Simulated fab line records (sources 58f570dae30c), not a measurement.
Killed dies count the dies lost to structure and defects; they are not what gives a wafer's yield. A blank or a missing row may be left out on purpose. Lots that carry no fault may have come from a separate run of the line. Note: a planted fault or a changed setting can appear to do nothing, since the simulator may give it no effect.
Split-lot experiment || flow berkeley_cmos170 || 5 lots, 23 wafers read, on a route of 331 steps

== SPLIT DETAILS ==
At UCB170_V2_CMP_02 (polishes SiO2), the setting leave_above_ref_nm was moved away from the recipe's 1000 nm on 8 of the 23 wafers read, by -2.3% to +5.5%. All remaining wafers had this setting at the recipe value.

The file shows no step between the split and the reading.

== THE READING ==
V2_POLISHED_THK in nanometres, read at UCB170_V2_THK_MEAS_04. Typical for fault-free wafers on this fab line: 1000.5 nm, with standard deviation 0.92 nm.

{"wafer": "L074.1", "tool, chamber at the split": "cmp-01, 0,1,0", "leave_above_ref_nm as run, nm": 1000, "against the recipe": "recipe", "V2_POLISHED_THK, nm": 1000.9, "against lot-mates on the recipe": "-"}
{"wafer": "L074.2", "tool, chamber at the split": "cmp-01, 0,1,0", "leave_above_ref_nm as run, nm": 1000, "against the recipe": "recipe", "V2_POLISHED_THK, nm": 1001.2, "against lot-mates on the recipe": "-"}
{"wafer": "L074.3", "tool, chamber at the split": "cmp-01, 2,1", "leave_above_ref_nm as run, nm": 1000, "against the recipe": "recipe", "V2_POLISHED_THK, nm": 1002.1, "against lot-mates on the recipe": "-"}
{"wafer": "L074.5", "tool, chamber at the split": "cmp-01, 2,1", "leave_above_ref_nm as run, nm": 1000, "against the recipe": "recipe", "V2_POLISHED_THK, nm": 1002.0, "against lot-mates on the recipe": "-"}
{"wafer": "L074.6", "tool, chamber at the split": "cmp-01, 0,1,0", "leave_above_ref_nm as run, nm": 1000, "against the recipe": "recipe", "V2_POLISHED_THK, nm": 1001.5, "against lot-mates on the recipe": "-"}
{"wafer": "L080.2", "tool, chamber at the split": "cmp-01, 1", "leave_above_ref_nm as run, nm": 1000, "against the recipe": "recipe", "V2_POLISHED_THK, nm": 999.8, "against lot-mates on the recipe": "-"}
{"wafer": "L080.3", "tool, chamber at the split": "cmp-01, 3", "leave_above_ref_nm as run, nm": 1000, "against the recipe": "recipe", "V2_POLISHED_THK, nm": 999.0, "against lot-mates on the recipe": "-"}
{"wafer": "L080.4", "tool, chamber at the split": "cmp-01, 0", "leave_above_ref_nm as run, nm": 1000, "against the recipe": "recipe", "V2_POLISHED_THK, nm": 1000.5, "against lot-mates on the recipe": "-"}
{"wafer": "L081.1", "tool, chamber at the split": "cmp-02, 3", "leave_above_ref_nm as run, nm": 1000, "against the recipe": "recipe", "V2_POLISHED_THK, nm": 998.2, "against lot-mates on the recipe": "-"}
{"wafer": "L081.2", "tool, chamber at the split": "cmp-02, 2", "leave_above_ref_nm as run, nm": 1055, "against the recipe": "+5.5%", "V2_POLISHED_THK, nm": 1056.0, "against lot-mates on the recipe": "+57.0"}
{"wafer": "L081.4", "tool, chamber at the split": "cmp-02, 1", "leave_above_ref_nm as run, nm": 1055, "against the recipe": "+5.5%", "V2_POLISHED_THK, nm": 1054.5, "against lot-mates on the recipe": "+55.5"}
{"wafer": "L081.5", "tool, chamber at the split": "cmp-02, 3", "leave_above_ref_nm as run, nm": 1000, "against the recipe": "recipe", "V2_POLISHED_THK, nm": 999.2, "against lot-mates on the recipe": "-"}
{"wafer": "L081.6", "tool, chamber at the split": "cmp-02, 0", "leave_above_ref_nm as run, nm": 1000, "against the recipe": "recipe", "V2_POLISHED_THK, nm": 999.5, "against lot-mates on the recipe": "-"}
{"wafer": "L083.2", "tool, chamber at the split": "cmp-02, 2", "leave_above_ref_nm as run, nm": 1000, "against the recipe": "recipe", "V2_POLISHED_THK, nm": 1001.1, "against lot-mates on the recipe": "-"}
{"wafer": "L083.3", "tool, chamber at the split": "cmp-02, 3", "leave_above_ref_nm as run, nm": 977.4, "against the recipe": "-2.3%", "V2_POLISHED_THK, nm": 977.8, "against lot-mates on the recipe": -23.0}
{"wafer": "L083.4", "tool, chamber at the split": "cmp-02, 1", "leave_above_ref_nm as run, nm": 977.4, "against the recipe": "-2.3%", "V2_POLISHED_THK, nm": 977.8, "against lot-mates on the recipe": -23.0}
{"wafer": "L083.5", "tool, chamber at the split": "cmp-02, 2", "leave_above_ref_nm as run, nm": 1000, "against the recipe": "recipe", "V2_POLISHED_THK, nm": 1000.4, "against lot-mates on the recipe": "-"}
{"wafer": "L083.6", "tool, chamber at the split": "cmp-02, 1", "leave_above_ref_nm as run, nm": 977.4, "against the recipe": "-2.3%", "V2_POLISHED_THK, nm": 977.3, "against lot-mates on the recipe": -23.5}
{"wafer": "L085.2", "tool, chamber at the split": "cmp-01, 3", "leave_above_ref_nm as run, nm": 1037, "against the recipe": "+3.7%", "V2_POLISHED_THK, nm": 1037.2, "against lot-mates on the recipe": "+37.3"}
{"wafer": "L085.3", "tool, chamber at the split": "cmp-01, 0", "leave_above_ref_nm as run, nm": 1037, "against the recipe": "+3.7%", "V2_POLISHED_THK, nm": 1035.5, "against lot-mates on the recipe": "+35.6"}
{"wafer": "L085.4", "tool, chamber at the split": "cmp-01, 2", "leave_above_ref_nm as run, nm": 1037, "against the recipe": "+3.7%", "V2_POLISHED_THK, nm": 1038.7, "against lot-mates on the recipe": "+38.8"}
{"wafer": "L085.5", "tool, chamber at the split": "cmp-01, 3", "leave_above_ref_nm as run, nm": 1000, "against the recipe": "recipe", "V2_POLISHED_THK, nm": 999.3, "against lot-mates on the recipe": "-"}
{"wafer": "L085.6", "tool, chamber at the split": "cmp-01, 0", "leave_above_ref_nm as run, nm": 1000, "against the recipe": "recipe", "V2_POLISHED_THK, nm": 1000.5, "against lot-mates on the recipe": "-"}
If several chambers appear in one row, that row covers several wafers at once and the file leaves open which wafer was in which chamber.

FIT RESULTS
A straight line over all 23 wafers: V2_POLISHED_THK changes by +9.98 nm for each +1% of leave_above_ref_nm; r = +1.00; the points scatter about the line by 1.1 nm.
The same after taking each lot's own level away (the mean of its wafers on the recipe; 23 wafers): +10.2 nm for each +1%; r = +1.00; scatter 0.73 nm.
That fit puts the effect of the largest move of leave_above_ref_nm on the reading at 56 nm.
The span of the lots' own levels, 998.97 to 1001.54 nm, comes to 2.8 times the standard deviation stated above.
Hence the lot-to-lot level has little effect on the slope; both slopes agree.
Check: with one of the wafers moved furthest among these (+5.5%) left out of the fit, the line predicts +55.5 nm for it against its lot-mates. It came out at +57 nm against them.

== THE WHOLE CHAIN: every reading that the file lists as answering this split, in the file's order ==
{"step": "UCB170_V2_CMP_02", "what it does": "polishes SiO2", "reading": "SiO2_of_V2_CVD_00.thk_nm (the simulator's own value, which no gauge read)", "change (the file's fit)": "+10.1 nm for each +1% of the setting", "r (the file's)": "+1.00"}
{"step": "UCB170_V2_THK_MEAS_04", "what it does": "", "reading": "V2_POLISHED_THK", "change (the file's fit)": "+10.2 for each +1% of the setting", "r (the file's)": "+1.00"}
{"step": "UCB170_V2_ETCH_14", "what it does": "etches SiO2 in CHF3/CF4/Ar, stops on Al, target depth 1250 nm, time 291 s", "reading": "etch.depth_nm (the simulator's own value, which no gauge read)", "change (the file's fit)": "+10.1 nm for each +1% of the setting", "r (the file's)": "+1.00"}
{"step": "UCB170_V2_ETCH_14", "what it does": "etches SiO2 in CHF3/CF4/Ar, stops on Al, target depth 1250 nm, time 291 s", "reading": "V2.feature_depth_nm (the simulator's own value, which no gauge read)", "change (the file's fit)": "+10.1 nm for each +1% of the setting", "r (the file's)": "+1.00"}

== THE FILE'S OWN FIT ==
V2_POLISHED_THK changes by +10.2 nm for each +1% of leave_above_ref_nm, r = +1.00.
